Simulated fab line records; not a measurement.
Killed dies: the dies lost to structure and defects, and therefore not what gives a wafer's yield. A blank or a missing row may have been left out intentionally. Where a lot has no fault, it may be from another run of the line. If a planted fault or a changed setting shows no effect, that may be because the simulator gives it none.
Code-filled problem report in 8D (eight disciplines) form | flow ritCmos | the parts of the form that need people (team, actions taken, sign-off) are left out

## 1. THE ISSUE
PRETRO_OVL at RIT_PRETRO_OVL_MEAS_06 reads a mean of 3684.0 nm on 6 wafers of 2 lots; wafers without a fault read 0.2 nm with a standard deviation of 1.2. So: +99 or more standard deviations from the usual mean.
First seen on wafer L295.1, day 5 11:44, on overlay-01. The record holds 42 wafers of 14 lots with a number at this step. The rule behind "out" and "out of limits": a value lying over 4 standard deviations away from the usual mean. Any other wafer with a number is counted as sound.

## 2. WHAT THIS IS AND IS NOT
question                    | is                     | is not
which readings at this step | PRETRO_OVL             | -
which lots                  | L295, L303             | L285, L286, L287, L289, L290, L291, L292, L293, L296, L297, L298, L302
which wafers of those lots  | all that have a number | -
read on which gauges        | overlay-01             | overlay-02
when                        | from day 5 11:44       | up to then (24 sound wafers); but 12 sound wafers of L296, L297, L298, L302 came after

## 3. WHAT RULES OUT EACH SUSPECT
Counting: any tool at a process step up to the reading is kept as a suspect provided that every lot that is out went through it and no sound lot did after the first of them.
- the gauge at RIT_PRETRO_OVL_MEAS_06: ruled out. All the wafers that are out were read on overlay-01, but those of them that RIT_M1_PROBE_99 has rows for are out there too, on other tools.
- ilineStepper-02 at RIT_PRETRO_EXPOSE_03 (exposes mask M5, target cd 43700 nm): kept. It processed each lot that is out, first L295 at day 5 11:14, and no sound lot thereafter; up to then, the last sound lot it processed was L292 at day 4 19:07.
After counting, what remains is ilineStepper-02 at RIT_PRETRO_EXPOSE_03.

## 4. THE CAUSE (what the simulator had put in)
Scanner matching overlay: ilineStepper-02, from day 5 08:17 on, at RIT_PRETRO_EXPOSE_03. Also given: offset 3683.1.
The count eliminated every tool but this one.

## 5. THE EFFECT CHAIN, in route order
One row per reading whose mean, taken over the struck wafers that have a number, lies over 3 standard deviations from the usual. Readings are gone through only where the record gives a usual standard deviation; hours: the median, over the lots, of the time from a lot's start at the first step in this table giving one to that lot's start at this step; sigmas: the change measured in usual standard deviations.
hours | step                   | reading          | usual  | on struck wafers | change  | sigmas
0     | RIT_PRETRO_OVL_MEAS_06 | PRETRO_OVL       | 0.2 nm | 3684.0           | +3683.8 | +99 or more
30    | RIT_M1_PROBE_99        | killedAtFrontEnd | 6.5    | 263.8            | +257.3  | +89
30    | RIT_M1_PROBE_99        | killedDies       | 6.6    | 264.0            | +257.4  | +86
30    | RIT_M1_PROBE_99        | killedOnRim      | 1.6    | 70.0             | +68.4   | +53
Process steps it contains:
- RIT_M1_PROBE_99

## 6. WHAT WOULD HAVE CAUGHT IT SOONER
In this record the first reading out of limits at a measuring or inspecting step was taken at day 5 11:44, 3 hours after the fault began at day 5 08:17.
Of the lots that are out (2), L303 began RIT_PRETRO_EXPOSE_03 on ilineStepper-02 after day 5 11:44. Had the tool been put on hold then, it would have been spared.
